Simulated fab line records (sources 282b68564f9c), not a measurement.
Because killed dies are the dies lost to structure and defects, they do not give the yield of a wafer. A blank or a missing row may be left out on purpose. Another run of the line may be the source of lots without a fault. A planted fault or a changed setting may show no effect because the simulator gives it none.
2 desks looking at one fault | flow ritCmos | every desk sees just its own numbers, and what lay behind them comes last

FOR THE TOOL OWNER'S DESK: lithoTrack-04
The tool's own readings at RIT_NRETRO_COAT_01 (resist thk 1300 nm): means of the sampled wafers that have a number, for each lot that ran on this tool. If a lot's mean is further than 4 standard deviations from the usual mean, the lot is out of limits and carries the mark OUT (the distance appears in the brackets).
Columns: A = spinSpeedRpm at RIT_NRETRO_COAT_01, usual 2000.0 rpm
lot  | first seen here | A
L810 | day 3 06:28     | 1998.8
L825 | day 6 11:38     | 1659.9 (-99 or more) OUT
L826 | day 6 16:43     | 1660.6 (-99 or more) OUT
This desk's finding: out of limits on L825, L826; first on L825, day 6 11:38 (spinSpeedRpm at RIT_NRETRO_COAT_01). L810 stayed within limits.

AT THE METROLOGY DESK
What the gauges read for every lot (on any tool): the sampled wafers with a number, averaged. If a lot's mean is further than 4 standard deviations from the usual mean, the lot is out of limits and carries the mark OUT (the distance appears in the brackets).
Columns: A = PWELL_OVL at RIT_PWELL_OVL_MEAS_06, usual 0.4 nm; B = PWELL_TW at RIT_PWELL_TW_MEAS_10, usual 958; C = NWELL_RS at RIT_WELLDRIVE_RS_MEAS_01, usual 275.3 ohm/sq; D = PWELL_RS at RIT_WELLDRIVE_RS_MEAS_02, usual 429.1 ohm/sq; E = NRETRO_OVL at RIT_NRETRO_OVL_MEAS_06, usual 0.5 nm
lot  | first seen here | A    | B   | C     | D     | E
L810 | day 3 00:06     | 1.3  | 966 | 275.8 | 428.5 | -0.4
L814 | day 4 00:37     | 0.8  | 967 | 275.6 | 429.0 | 1.5
L825 | day 6 04:44     | -1.1 | 955 | 274.5 | 430.0 | 0.3
L826 | day 6 09:46     | -0.4 | 961 | 274.8 | 428.9 | -0.2
L827 | day 6 14:38     | -0.3 | 946 | 275.2 | 428.6 | -0.2
L828 | day 6 17:57     | 0.9  | 947 | 276.2 | 428.6 | 2.0
Finding of this desk: none of the 6 lots has anything out of limits.

BROUGHT TOGETHER
The tool owner's desk could have raised an alarm at day 6 11:38, on L825, L826.
Nothing out of limits was seen by the metrology desk.
The metrology desk holds a record of L825, L826, inside its limits.
Of the lots named, all ran RIT_NRETRO_COAT_01 on lithoTrack-04.

WHAT HAD BEEN PUT IN BY THE SIMULATOR
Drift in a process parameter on lithoTrack-04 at RIT_NRETRO_COAT_01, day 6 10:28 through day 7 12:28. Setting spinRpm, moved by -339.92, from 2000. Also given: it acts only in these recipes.
Lots struck among those shown: L825, L826.
Each desk's first reading out of limits, in hours after the fault started: the tool owner's desk, 1.
